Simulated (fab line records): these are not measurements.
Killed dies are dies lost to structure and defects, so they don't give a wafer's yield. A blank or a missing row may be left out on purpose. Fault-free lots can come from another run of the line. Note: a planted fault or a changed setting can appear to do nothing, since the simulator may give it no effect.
fab line records    flow rit-cmos
record: lots: 13  wafers: 39  last-day: 7
route steps=202 shown GATE@89 M1@202
lots that met no fault: from a run of the same line without faults
start-h: hours from the record's first day to the start of the lot's first wafer shown    wait-h: hours elapsed since this lot's preceding step    " unchanged from the row above    L1.1+2: a single row standing in for several wafers    - no value present, or no start provided    * or withheld: withheld    < > ~ a bound
route shown NAME@n: names a module that has steps shown in the file, with the first one's number in the route    usual: mean/standard deviation taken from wafers without a fault    same: alike in all rows    chamber/n: place in a boat    sites: per-site readings    _std_site: how widely they spread, as a standard deviation    _edge_site: the outer-site mean with the inner-site mean subtracted    radius-mm: how far each site lies from the wafer's centre    mask NAME#n: copy n    behind: the most recent tool/chamber to have shaped the wafer    hold: what put the lot on hold/how long, in hours/how the hold closed    device: names the non-switching transistor (n, p or np)    end of line: the tests these same wafers got at the end of their route    step lacking rows: just its recipe    killed: dies that structure and defects cost at the first sort, which is not the same as the wafer's yield    map: a wafer's dies, marking killed ones x, the rest . and places with no die _
set.NAME: setting as actually run; set.NAME@STEP: the setting as run at that earlier step    model.NAME: the simulator's own value behind a step, which no gauge read
steps of the route over a sample of lots; a table a step, a row a wafer
services: a tool's chamber out of use, with start hour (start-h, from the record's first day; less than 0 if before it), hours out, and reason
== steps ==
step: RIT_GATE_EXPOSE_13
recipe: mask-id: M6  na: 0.6  source-shape: conventional  sigma-outer: 0.6  target-cd-nm: 150  dose-mj: 380
usual: reticle-temp-C: 22.98/0.11  stage-vel-mm-s: 500.01/0.24
lot.wafer  tool              chamber  start-h  wait-h  mask     reticle-temp-C  stage-vel-mm-s
L296.1     iline-stepper-01  0        38.71    0.1     M6#0     23.07           499.82
L296.2     "                 0        "        "       M6#0     22.85           500.25
L296.4     "                 0        "        "       M6#0     23.14           499.55
L297.1     iline-stepper-02  0        45.95    0.2     M6#0     22.96           499.96
L297.2     "                 0        "        "       M6#0     23.04           500.25
L297.6     "                 0        "        "       M6#0     23.22           500.31
L298.2     iline-stepper-02  0        51.70    0.1     M6#0     22.97           500.01
L298.4     "                 0        "        "       M6#0     23.13           500.45
L298.6     "                 0        "        "       M6#0     23.12           499.74
L299.1     iline-stepper-01  0        55.24    0.2     M6_R1#0  22.85           499.55
L299.4     "                 0        "        "       M6_R1#0  22.90           499.70
L299.6     "                 0        "        "       M6_R1#0  22.96           499.99
L308.1     iline-stepper-01  0        100.74   0.1     M6#0     22.90           499.68
L308.3     "                 0        "        "       M6#0     22.96           499.87
L308.4     "                 0        "        "       M6#0     22.84           499.59
L309.2     iline-stepper-01  0        106.29   0.1     M6#0     22.97           500.11
L309.5     "                 0        "        "       M6#0     23.02           500.07
L309.6     "                 0        "        "       M6#0     22.95           500.16
L310.2     iline-stepper-01  0        110.23   0.1     M6#0     22.94           500.41
L310.3     "                 0        "        "       M6#0     22.86           500.16
L310.6     "                 0        "        "       M6#0     22.88           499.77
L311.1     iline-stepper-02  0        117.48   0.2     M6#0     22.99           499.93
L311.4     "                 0        "        "       M6#0     23.02           500.20
L311.5     "                 0        "        "       M6#0     23.19           499.91
L312.1     iline-stepper-01  0        119.71   0.2     M6#0     23.01           500.23
L312.3     "                 0        "        "       M6#0     23.00           499.94
L312.4     "                 0        "        "       M6#0     22.97           499.86
L313.4     iline-stepper-01  0        125.48   0.1     M6#0     23.19           500.05
L313.5     "                 0        "        "       M6#0     23.23           500.28
L313.6     "                 0        "        "       M6#0     23.14           500.10
L314.3     iline-stepper-02  0        128.49   0.2     M6#0     22.89           499.90
L314.4     "                 0        "        "       M6#0     23.04           499.85
L314.6     "                 0        "        "       M6#0     22.83           499.67
L317.3     iline-stepper-02  0        142.74   0.1     M6#0     23.20           499.99
L317.4     "                 0        "        "       M6#0     23.01           500.12
L317.6     "                 0        "        "       M6#0     23.00           499.59
L319.1     iline-stepper-02  0        155.69   0.1     M6#0     22.92           499.93
L319.4     "                 0        "        "       M6#0     23.00           499.96
L319.5     "                 0        "        "       M6#0     22.98           500.21
step: RIT_GATE_CD_MEAS_16
recipe: target-cd-nm: 150
usual: cd-nm: 149.3/2.1
lot.wafer  tool       chamber  start-h  wait-h  cd-nm
L296.1     cd-sem-02  -        39.11    -       151.6
L296.2     "          -        "        "       152.2
L296.4     "          -        "        "       151.2
L297.1     cd-sem-02  -        46.35    -       146.3
L297.2     "          -        "        "       147.5
L297.6     "          -        "        "       147.0
L298.2     cd-sem-01  -        52.13    -       148.0
L298.4     "          -        "        "       150.2
L298.6     "          -        "        "       148.6
L299.1     cd-sem-01  -        55.64    -       167.2
L299.4     "          -        "        "       164.6
L299.6     "          -        "        "       164.5
L308.1     cd-sem-02  -        101.14   -       150.4
L308.3     "          -        "        "       148.9
L308.4     "          -        "        "       149.2
L309.2     cd-sem-02  -        106.69   -       153.7
L309.5     "          -        "        "       152.7
L309.6     "          -        "        "       153.7
L310.2     cd-sem-02  -        110.63   -       149.7
L310.3     "          -        "        "       149.6
L310.6     "          -        "        "       149.8
L311.1     cd-sem-02  -        118.00   -       150.6
L311.4     "          -        "        "       152.2
L311.5     "          -        "        "       148.2
L312.1     cd-sem-02  -        120.11   -       151.0
L312.3     "          -        "        "       151.3
L312.4     "          -        "        "       152.9
L313.4     cd-sem-02  -        125.88   -       149.9
L313.5     "          -        "        "       148.1
L313.6     "          -        "        "       148.6
L314.3     cd-sem-01  -        128.89   -       153.3
L314.4     "          -        "        "       150.1
L314.6     "          -        "        "       151.5
L317.3     cd-sem-01  -        143.14   -       146.3
L317.4     "          -        "        "       147.3
L317.6     "          -        "        "       149.1
L319.1     cd-sem-01  -        156.09   -       148.2
L319.4     "          -        "        "       147.3
L319.5     "          -        "        "       147.1
step: RIT_M1_PROBE_99
usual: killed_at_M0_to_M3: 0.0/0.12  killed-at-contacts: 0.1/0.25  killed-at-front-end: 6.8/2.7  killed-dies: 6.8/2.7  killed-open: 3.4/1.8  killed-short: 3.5/1.7
same: gross-dies: 264  killed_at_M4_up: 0  killed-at-back-side: 0  killed-at-other: 0
lot.wafer  tool       chamber  start-h  wait-h  killed_at_M0_to_M3  killed-at-contacts  killed-at-front-end  killed-dies  killed-open  killed-short
L299.1     prober-02  -        78.70    0.1     0                   0                   11                   11           5            4
L299.4     prober-02  -        78.85    0.2     0                   0                   8                    8            4            3
L299.6     prober-02  -        78.95    0.2     0                   0                   7                    7            0            5
killed by level:class
L299.1 GATE:geometric-particle:open=2 SILICIDE:geometric-particle:open=2 GATE:area-expose=2 FOX1:geometric-particle:open=1 GATE:geometric-particle:short=1 REOX:geometric-particle:short=1 SPACER:geometric-particle:short=1 SILICIDE:geometric-particle:short=1
L299.4 FOX1:geometric-particle:short=2 REOX:geometric-particle:open=2 FOX1:geometric-particle:open=1 REOX:geometric-particle:short=1 SPACER:geometric-particle:open=1 GATE:area-expose=1
L299.6 GATE:geometric-particle:short=2 GATE:area-expose=2 FOX1:geometric-particle:short=1 REOX:geometric-particle:short=1 SILICIDE:geometric-particle:short=1
== services ==
tool              chamber  start-h  hours  kind
iline-stepper-02  -        20.94    10.6   repair
iline-stepper-02  -        36.19    1.7    pm
iline-stepper-01  -        47.06    4.2    repair
iline-stepper-01  -        137.83   1.7    pm
iline-stepper-01  -        149.55   10.1   repair
== key ==
first-sign: step: RIT_GATE_EXPOSE_13  reading: mask  direction: changed
effect: step: RIT_GATE_CD_MEAS_16  reading: cd-nm  direction: up  sigmas: 7.6  usual: 149.3  struck: 165.4
met-at RIT_GATE_EXPOSE_13
struck-lots L299
tester-left-out L299
onset-between 38.71 55.24
fault: kind: wrong-mask  tool: any  chamber: -  onset-h: 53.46  steps: RIT_GATE_EXPOSE_13  aux-copy: M6_R1#0  cd-offset-nm: 15  scope: struck-lots-only
tester-left-out: of these lots the tester's yield and bins aren't shown, on N5 and GAA mostly nor the transistor test; their killed dies are dies lost to structure and defects alone, not to doping, threshold or leakage, so they don't give the yield
